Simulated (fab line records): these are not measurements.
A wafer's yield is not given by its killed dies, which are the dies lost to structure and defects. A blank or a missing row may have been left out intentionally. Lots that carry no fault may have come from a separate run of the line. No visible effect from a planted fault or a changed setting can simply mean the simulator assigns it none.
A lot that was struck, set against a sound lot    flow berkeleyCmos170    23 steps out of a route of 331
Sound: these wafers, L689.2, L689.3, L689.6. Wafers struck: L694.2, L694.3, L694.6. The cause is named last.
Per side, at each step with rows, come the tool, then ch with its chambers, and then its first start. Under that, the readings that differ: sound wafers    struck wafers    difference of the means    sigmas: that difference in standard deviations of wafers without a fault.
alike: a reading whose means differ by less than 2 such deviations, as well as words and numbers matching on both sides. not compared: withheld readings; readings where some wafer has no value; bounds like >300 that might hide an equal value; numbers whose values overlap and for which the record gives no deviation.
Wherever a step has rows on one side only, a row that says differs or no value, or a row with sigmas, the two part there. Non-overlapping numbers with no deviation appear without sigmas and do not part them. A reading missing from all wafers of one side parts the sides only when that side holds two or more wafers.

first, 6 steps without rows for these wafers: UCB170_ZERO_HMDS_00 (prime time 60 s); UCB170_ZERO_COAT_01 (resist thk 900 nm); UCB170_ZERO_SOFTBAKE_02 (time 60 s); UCB170_ZERO_EXPOSE_03 (exposes mask PM MARKS, target cd 4000 nm); UCB170_ZERO_PEB_04; UCB170_ZERO_DEVELOP_05 (develop time 45 s).
UCB170_ZERO_ETCH_06: etches SiO2 in CHF3/CF4/Ar, time 12 s.
  sound on rieDiel-02 ch 0,1,2, day 4 00:34; struck on rieDiel-04 ch 0,1,2, day 5 02:23
  alike: drypumpMotorCurrentA, oesProductAu, throttleValvePct
  not compared: rfHoursCounterH
UCB170_ZERO_STRIP_07: strips in O2.
  sound on plasmaAsher-04 ch 0,1, day 4 00:35; struck on plasmaAsher-02 ch 1, day 5 02:25
  alike: drypumpMotorCurrentA, o2FlowSccm, oesProductAu, stripTimeToEndpointS
  not compared: rfHoursCounterH
then, 2 steps without rows for these wafers: UCB170_NWELL_WET_ETCH_00 (etches SiO2 in dHF, time 200 s); UCB170_NWELL_OXIDATION_01 (target thk 26.4 nm, ox time 1260 s).
UCB170_NWELL_THK_MEAS_02:
  sound: filmMetro-04 at day 4 06:30; struck: filmMetro-04 at day 5 08:18
  alike: NWELL_OXIDE_THK
then, 1 step without rows for these wafers: UCB170_NWELL_ANNEAL_03 (time 900 s).
UCB170_NWELL_CVD_04: deposits Si3N4 from SiH2Cl2/NH3, target thk 224 nm, time 3360 s.
  sound on lpcvd-01 ch 1, day 4 12:57; struck on lpcvd-01 ch 0, day 5 16:31
  alike: spikeTcSourceC, zonePowerCentrePct, zonePowerSourcePct
UCB170_NWELL_THK_MEAS_05:
  sound: filmMetro-01 at day 4 14:53; struck: filmMetro-04 at day 5 19:26
reading                 sound              struck             difference  sigmas
NWELL_NITRIDE_THK (nm)  227.2 229.2 229.5  193.1 193.5 194.5  -34.9       -15
then, 6 steps without rows for these wafers: UCB170_NWELL_HMDS_06 (prime time 60 s); UCB170_NWELL_COAT_07 (resist thk 900 nm); UCB170_NWELL_SOFTBAKE_08 (time 60 s); UCB170_NWELL_EXPOSE_09 (exposes mask NWELL, target cd 3000 nm); UCB170_NWELL_PEB_10; UCB170_NWELL_DEVELOP_11 (develop time 45 s).
UCB170_NWELL_OVL_MEAS_12:
  sound: overlay-02 at day 4 17:14; struck: overlay-02 at day 5 20:57
  alike: NWELL_OVL
UCB170_NWELL_ETCH_13: etches Si3N4 in CH3F/Ar/O2, stops on SiO2, target depth 246.4 nm, time 154 s.
  sound on rieDiel-01 ch 0,1,2, day 4 17:16; struck on rieDiel-01 ch 1,3, day 5 20:59
reading              sound              struck             difference  sigmas
oesProductAu (a.u.)  0.942 0.952 0.932  0.838 0.853 0.860  -0.092      -7
  alike: drypumpMotorCurrentA, throttleValvePct
  not compared: rfHoursCounterH
after that, 1 step had no rows for these wafers: UCB170_NWELL_IMPLANT_14.

WHERE THEY PART
Earliest at UCB170_NWELL_THK_MEAS_05; latest, in this record, at UCB170_NWELL_ETCH_13.

WHY: what had been put in by the simulator
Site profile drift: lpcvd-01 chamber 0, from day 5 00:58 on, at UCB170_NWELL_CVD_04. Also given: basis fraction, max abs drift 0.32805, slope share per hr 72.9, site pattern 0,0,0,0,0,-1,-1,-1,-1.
